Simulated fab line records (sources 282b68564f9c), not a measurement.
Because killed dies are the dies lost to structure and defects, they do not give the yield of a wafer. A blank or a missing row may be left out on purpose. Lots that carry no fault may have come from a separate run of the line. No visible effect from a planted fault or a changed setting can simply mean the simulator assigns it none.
Split-lot experiment -- flow rit-cmos -- 23 wafers read from 5 lots, route of 202 steps

THE SPLIT
At RIT_PRETRO_COAT_01 (resist thk 1300 nm), the setting resist-thk-nm was moved away from the recipe's 1300 nm on 4 of the 23 wafers read, by -1.7% to +2.5%. The other wafers ran this setting at the recipe's value.

Split to reading: the file shows no intervening step.

THE READING
NOVOLAK_of_PRETRO_COAT_01.thk-nm (the simulator's own value, which no gauge read), in nm, at RIT_PRETRO_HARDBAKE_07 (time 120 s). The file gives no usual value for it. Across the 19 wafers here that went through the recipe, the average is 1140 nm and the standard deviation 3.1 nm.

wafer,"tool, chamber at the split","resist-thk-nm as run, nm",against the recipe,"NOVOLAK_of_PRETRO_COAT_01.thk-nm, nm",against lot-mates on the recipe
L075.2,"litho-track-01, 0",1300,recipe,1136,-
L075.3,"litho-track-01, 0",1300,recipe,1141,-
L075.4,"litho-track-01, 0",1300,recipe,1141,-
L075.6,"litho-track-01, 0",1300,recipe,1141,-
L075.5,"litho-track-01, 0",1300,recipe,1142,-
L077.2,"litho-track-01, 0",1300,recipe,1138,-
L077.3,"litho-track-01, 0",1278,-1.7%,1119,-19
L077.4,"litho-track-01, 0",1300,recipe,1136,-
L077.5,"litho-track-01, 0",1300,recipe,1141,-
L077.6,"litho-track-01, 0",1278,-1.7%,1120,-18
L078.3,"litho-track-03, 0",1300,recipe,1140,-
L078.5,"litho-track-03, 0",1300,recipe,1138,-
L078.6,"litho-track-03, 0",1300,recipe,1142,-
L080.2,"litho-track-02, 0",1300,recipe,1144,-
L080.4,"litho-track-02, 0",1300,recipe,1144,-
L080.3,"litho-track-02, 0",1300,recipe,1135,-
L080.5,"litho-track-02, 0",1300,recipe,1145,-
L080.6,"litho-track-02, 0",1300,recipe,1136,-
L084.1,"litho-track-02, 0",1300,recipe,1138,-
L084.2,"litho-track-02, 0",1333,+2.5%,1171,+29
L084.3,"litho-track-02, 0",1300,recipe,1143,-
L084.4,"litho-track-02, 0",1333,+2.5%,1165,+23
L084.5,"litho-track-02, 0",1300,recipe,1144,-

THE FIT
A straight line over all 23 wafers: NOVOLAK_of_PRETRO_COAT_01.thk-nm changes by +11.4 nm for each +1% of resist-thk-nm; r = +0.96; the points scatter about the line by 3.1 nm.
The same after taking each lot's own level away (the mean of its wafers on the recipe; 23 wafers): +10.6 nm for each +1%; r = +0.96; scatter 2.9 nm.
On that fit, the largest move of resist-thk-nm shifts the reading by 27 nm.
Across the lots, their own levels run from 1138.3 to 1141.7 nm, a range of 1.1 times the standard deviation given above.
So the lot-to-lot level changes the slope little: the two slopes agree.
Check: for one of the wafers moved furthest among these (+2.5%), held out of the fit, the line's prediction against its lot-mates is +25.3 nm. Against them it came out at +29.3 nm.

OTHER SPLITS ON THESE WAFERS
Note: prior to the reading, these wafers also went through further splits. Each is held against what the fit with the lots' levels taken away leaves over:
other split on the same wafers,wafers away from the commonest value,r with NOVOLAK_of_PRETRO_COAT_01.thk-nm (lot level and that fit taken away)
RIT_ACTIVE_OXIDATION_01 ox-time-s,18,+0.02
RIT_ACTIVE_COAT_06 spin-rpm,6,-0.08
RIT_NWELL_IMPLANT_08 energy-kev,9,-0.03
RIT_NRETRO_COAT_01 spin-rpm,11,+0.01

THE WHOLE CHAIN: every reading that the file lists as answering this split, in the file's order
step,what it does,reading,change (the file's fit),r (the file's)
RIT_PRETRO_COAT_01,resist thk 1300 nm,"NOVOLAK_of_PRETRO_COAT_01.thk-nm (the simulator's own value, which no gauge read)",+12.6 nm for each +1% of the setting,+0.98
RIT_PRETRO_HARDBAKE_07,time 120 s,"NOVOLAK_of_PRETRO_COAT_01.thk-nm (the simulator's own value, which no gauge read)",+10.7 nm for each +1% of the setting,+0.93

THE FILE'S OWN FIT
NOVOLAK_of_PRETRO_COAT_01.thk-nm changes by +10.7 nm for each +1% of resist-thk-nm, r = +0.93.
